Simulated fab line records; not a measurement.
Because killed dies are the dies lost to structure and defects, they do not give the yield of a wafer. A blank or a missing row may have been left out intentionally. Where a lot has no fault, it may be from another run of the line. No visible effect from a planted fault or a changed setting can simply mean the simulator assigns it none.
Which of the tools did it? | flow ritCmos | 15 lots with 45 wafers sampled at 2 steps, on a route of 202 steps

== WHAT THE GAUGES SHOWED, per wafer ==
RIT_ACTIVE_CD_MEAS_11: target cd 1400 nm.
lot  | measured    | on       | cdNm (nm)
L960 | day 1 14:37 | cdSem-02 | 1398.4 1397.5 1396.9
L962 | day 2 01:49 | cdSem-01 | 1401.0 1400.2 1398.9
L963 | day 2 06:11 | cdSem-01 | 1400.4 1400.3 1401.7
L964 | day 2 10:35 | cdSem-01 | 1401.4 1401.9 1402.2
L966 | day 2 21:12 | cdSem-01 | 1398.1 1399.2 1396.4
L967 | day 3 01:37 | cdSem-01 | 1402.5 1404.0 1401.1
L968 | day 3 07:39 | cdSem-01 | 1398.5 1398.6 1400.2
L969 | day 3 12:32 | cdSem-02 | 1401.6 1403.7 1404.6
L970 | day 3 16:26 | cdSem-01 | 1399.6 1398.2 1399.5
L972 | day 4 02:28 | cdSem-02 | 1402.7 1402.5 1402.2
L974 | day 4 12:36 | cdSem-01 | 1445.5 1442.2 1444.4
L975 | day 4 17:26 | cdSem-01 | 1401.1 1401.6 1401.7
L976 | day 4 22:30 | cdSem-02 | 1438.8 1437.4 1438.4
L977 | day 5 03:34 | cdSem-02 | 1444.7 1446.8 1443.7
L983 | day 6 11:19 | cdSem-02 | 1403.1 1400.4 1401.0

== WHAT TOOL EACH LOT RAN ON (gives the tool, then ch and the chambers of the sampled wafers, and finally the start) ==
lot  | RIT_ACTIVE_DEVELOP_10
L960 | lithoTrack-04 ch 0, day 1 14:00
L962 | lithoTrack-04 ch 0, day 2 01:00
L963 | lithoTrack-02 ch 0, day 2 06:00
L964 | lithoTrack-04 ch 0, day 2 10:00
L966 | lithoTrack-03 ch 0, day 2 21:00
L967 | lithoTrack-02 ch 0, day 3 01:00
L968 | lithoTrack-03 ch 0, day 3 07:00
L969 | lithoTrack-03 ch 0, day 3 12:00
L970 | lithoTrack-02 ch 0, day 3 16:00
L972 | lithoTrack-02 ch 0, day 4 02:00
L974 | lithoTrack-02 ch 0, day 4 12:00
L975 | lithoTrack-04 ch 0, day 4 17:00
L976 | lithoTrack-02 ch 0, day 4 22:00
L977 | lithoTrack-02 ch 0, day 5 03:00
L983 | lithoTrack-04 ch 0, day 6 11:00
- RIT_ACTIVE_DEVELOP_10: develop time 50 s.

== AS READ BY THE TOOLS THEMSELVES (means over the sampled wafers that have a number; for cases with no such wafer, the mark the record gives instead) ==
RIT_ACTIVE_DEVELOP_10.
lot  | tool          | chillPlateTempC (C)
L960 | lithoTrack-04 | 22.88
L962 | lithoTrack-04 | 22.96
L963 | lithoTrack-02 | 22.89
L964 | lithoTrack-04 | 23.08
L966 | lithoTrack-03 | 23.08
L967 | lithoTrack-02 | 22.95
L968 | lithoTrack-03 | 22.97
L969 | lithoTrack-03 | 23.13
L970 | lithoTrack-02 | 23.02
L972 | lithoTrack-02 | 22.92
L974 | lithoTrack-02 | 22.95
L975 | lithoTrack-04 | 22.86
L976 | lithoTrack-02 | 23.10
L977 | lithoTrack-02 | 23.00
L983 | lithoTrack-04 | 23.02

== THE ANSWER, worked out from the rows above alone ==
Rule: the lots themselves supply what counts as usual. Put in order of their means at a reading, lots are off if they are a third of the lots or fewer, leave a main group of 4 or more, and stand apart from it by a gap of 3 or more times the standard deviation of the main group's means; of several such gaps the widest counts. A main group is skipped when, at the precision printed for the reading in the tables above, its means are all equal. Also off: a lot with no number at a reading for which 4 or more lots have one. The other lots that the step has rows for count as sound. The gauges are gone through in route order, then the tools' own readings, and for those a lot's mean is taken as printed above. At the first step where some lot is off, the reading lying furthest off is the one used; lots without a number count as furthest.
Off, at RIT_ACTIVE_CD_MEAS_11 on cdNm: L974, L976, L977. The main group has a mean of 1400.6 nm with a standard deviation of 1.8.
A tool fits if, at a process step before that reading, it ran every lot that is off, and no sound lot after the first of them. Gauges at RIT_ACTIVE_CD_MEAS_11: tried the same way as those tools. One candidate fits, namely lithoTrack-02 at RIT_ACTIVE_DEVELOP_10. A fault onset in the window from L972 (day 4 02:00, its last sound lot) to L974 (day 4 12:00, its first lot off) fits.

== WHAT HAD BEEN PUT IN BY THE SIMULATOR ==
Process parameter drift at RIT_ACTIVE_DEVELOP_10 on lithoTrack-02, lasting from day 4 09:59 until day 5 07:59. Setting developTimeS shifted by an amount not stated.
Lots struck among those shown: L974, L976, L977. The rule above reached the same finding.
